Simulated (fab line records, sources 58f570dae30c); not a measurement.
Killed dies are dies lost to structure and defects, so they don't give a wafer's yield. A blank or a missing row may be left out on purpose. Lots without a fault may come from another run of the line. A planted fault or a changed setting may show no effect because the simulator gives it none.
Which tool did it? | flow berkeley_cmos170 | 14 lots, 42 wafers sampled, at 4 steps of a route of 331

WHAT THE GAUGES READ, wafer by wafer
UCB170_PWELL_THK_MEAS_03.
lot  | measured    | on            | PWELL_OXIDE_THK (nm)
L850 | day 2 18:34 | film_metro-03 | 26.6 26.5 27.1
L851 | day 3 04:25 | film_metro-04 | 26.2 26.2 26.5
L852 | day 3 13:01 | film_metro-03 | 27.2 27.4 27.0
L853 | day 3 13:01 | film_metro-01 | 27.0 27.4 27.3
L854 | day 3 23:54 | film_metro-01 | 32.5 32.6 32.6
L855 | day 3 23:54 | film_metro-04 | 34.2 33.7 33.9
L857 | day 4 11:43 | film_metro-04 | 26.2 26.7 26.3
L865 | day 6 06:18 | film_metro-04 | 26.6 26.5 26.4
L866 | day 6 06:15 | film_metro-04 | 26.1 25.9 26.0
L869 | day 6 23:59 | film_metro-01 | 26.3 26.5 25.8
L870 | day 7 08:14 | film_metro-03 | 26.3 26.5 25.9
L871 | day 7 08:15 | film_metro-01 | 25.8 26.1 25.9
L872 | day 7 08:17 | film_metro-03 | 26.3 26.2 26.5
L873 | day 7 21:47 | film_metro-04 | 27.1 26.5 26.8

UCB170_PWELL_THK_MEAS_06.
lot  | measured    | on            | PWELL_NITRIDE_THK (nm)
L850 | day 3 02:21 | film_metro-04 | 218.8 216.3 218.9
L851 | day 3 13:02 | film_metro-04 | 221.7 221.4 220.1
L852 | day 3 20:36 | film_metro-04 | 218.6 218.6 218.8
L853 | day 3 20:36 | film_metro-01 | 216.6 219.1 218.1
L854 | day 4 06:36 | film_metro-03 | 218.6 220.7 219.7
L855 | day 4 06:36 | film_metro-01 | 219.6 220.1 221.0
L857 | day 4 22:07 | film_metro-04 | 220.3 220.8 219.6
L865 | day 6 14:11 | film_metro-04 | 224.1 225.5 223.7
L866 | day 6 14:12 | film_metro-01 | 220.3 221.3 221.7
L869 | day 7 12:25 | film_metro-04 | 219.1 218.4 221.4
L870 | day 7 15:55 | film_metro-01 | 219.5 220.8 219.6
L871 | day 7 15:56 | film_metro-03 | 223.1 221.4 222.3
L872 | day 7 15:55 | film_metro-04 | 218.0 216.7 218.5
L873 | day 8 03:32 | film_metro-04 | 217.5 218.9 219.2

UCB170_GATE_OVL_MEAS_13.
lot  | measured     | on         | GATE_OVL (nm)
L850 | day 6 14:50  | overlay-01 | -1 -3 -9
L851 | day 7 14:59  | overlay-01 | -1 6 -1
L852 | day 7 19:46  | overlay-01 | -1 0 -6
L853 | day 7 20:02  | overlay-02 | -7 2 -2
L854 | day 7 20:07  | overlay-02 | -7 0 -8
L855 | day 7 19:53  | overlay-01 | -5 -6 1
L857 | day 8 18:50  | overlay-01 | -1 -5 3
L865 | day 10 04:06 | overlay-01 | -10 -1 -2
L866 | day 10 03:54 | overlay-02 | -10 -9 2
L869 | day 11 08:31 | overlay-02 | -5 -3 -1
L870 | day 11 08:13 | overlay-01 | 1 2 -3
L871 | day 11 07:59 | overlay-02 | -6 4 3
L872 | day 11 07:56 | overlay-01 | -3 -9 -9
L873 | day 12 03:07 | overlay-02 | 1 -3 -3

WHICH TOOL RAN EACH LOT (tool, then ch and the chambers of the sampled wafers, then the start)
lot  | UCB170_PWELL_OXIDATION_02
L850 | furnace-04 ch 0, day 2 17:12
L851 | furnace-02 ch 0, day 3 03:04
L852 | furnace-04 ch 0, day 3 11:40
L853 | furnace-04 ch 0, day 3 11:40
L854 | furnace-04 ch 0, day 3 22:33
L855 | furnace-04 ch 0, day 3 22:33
L857 | furnace-02 ch 0, day 4 10:22
L865 | furnace-02 ch 0, day 6 04:45
L866 | furnace-02 ch 0, day 6 04:45
L869 | furnace-01 ch 0, day 6 22:37
L870 | furnace-02 ch 0, day 7 06:53
L871 | furnace-02 ch 0, day 7 06:53
L872 | furnace-02 ch 0, day 7 06:53
L873 | furnace-04 ch 0, day 7 20:25
- UCB170_PWELL_OXIDATION_02: target thk 26.4 nm, ox time 1260 s.

WHAT THE TOOLS THEMSELVES READ (means of the sampled wafers that have a number; where no wafer has one, the mark that the record gives instead)
The record holds no such reading with a usual standard deviation.

THE ANSWER, worked out from the rows above alone
Rule: what is usual is taken from the lots themselves. Put in order of their means at a reading, lots are off if they are a third of the lots or fewer, leave a main group of 4 or more, and stand apart from it by a gap of 3 or more times the standard deviation of the main group's means; of several such gaps the widest counts. A main group whose means are all the same, to the digits that the tables above print for the reading, isn't used. A lot without any number at a reading at which 4 lots or more have one is off too. The other lots that the step has rows for count as sound. The gauges are gone through in route order, then the tools' own readings, and for those a lot's mean is taken as printed above. The first step at which some lot is off is used, and at that step the reading that is off furthest; a lot without a number counts as furthest.
Off: L854, L855, at UCB170_PWELL_THK_MEAS_03 (PWELL_OXIDE_THK). The main group: mean 26.5 nm, standard deviation 0.41.
A tool fits if, at a process step before that reading, it ran every lot that is off, and no sound lot after the first of them. The gauges at UCB170_PWELL_THK_MEAS_03 are tried like those tools. None of those tried fits.

WHAT THE SIMULATOR HAD PUT IN
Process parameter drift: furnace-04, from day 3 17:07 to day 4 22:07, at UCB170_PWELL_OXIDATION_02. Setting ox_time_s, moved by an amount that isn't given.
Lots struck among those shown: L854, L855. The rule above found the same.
